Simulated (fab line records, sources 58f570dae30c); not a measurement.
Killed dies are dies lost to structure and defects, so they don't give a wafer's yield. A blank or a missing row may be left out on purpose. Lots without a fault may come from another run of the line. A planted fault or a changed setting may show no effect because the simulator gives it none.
Which tool did it? | flow berkeley_cmos170 | 7 lots, 21 wafers sampled, at 1 step of a route of 331

WHAT THE GAUGES READ, wafer by wafer
UCB170_SACOX_THK_MEAS_02.
lot  | measured     | on            | SACOX_OXIDE_THK (nm)
L688 | day 6 19:38  | film_metro-01 | 14.22 14.20 14.14
L691 | day 7 08:52  | film_metro-01 | 14.74 14.71 14.80
L694 | day 8 00:46  | film_metro-01 | 14.18 14.12 14.20
L698 | day 8 13:21  | film_metro-02 | 14.27 14.40 14.16
L700 | day 9 09:20  | film_metro-02 | 14.68 14.69 14.59
L701 | day 9 22:25  | film_metro-03 | 14.45 14.73 14.80
L705 | day 10 07:20 | film_metro-02 | 14.39 14.38 14.47

WHICH TOOL RAN EACH LOT (tool, then ch and the chambers of the sampled wafers, then the start)
The record holds no process step before these readings.

THE ANSWER, worked out from the rows above alone
Rule: what is usual is taken from the lots themselves. Put in order of their means at a reading, lots are off if they are a third of the lots or fewer, leave a main group of 4 or more, and stand apart from it by a gap of 3 or more times the standard deviation of the main group's means; of several such gaps the widest counts. A main group whose means are all the same, to the digits that the tables above print for the reading, isn't used. A lot without any number at a reading at which 4 lots or more have one is off too. The other lots that the step has rows for count as sound.
No lot is off at any reading shown: from this, nothing can be told.

WHAT THE SIMULATOR HAD PUT IN
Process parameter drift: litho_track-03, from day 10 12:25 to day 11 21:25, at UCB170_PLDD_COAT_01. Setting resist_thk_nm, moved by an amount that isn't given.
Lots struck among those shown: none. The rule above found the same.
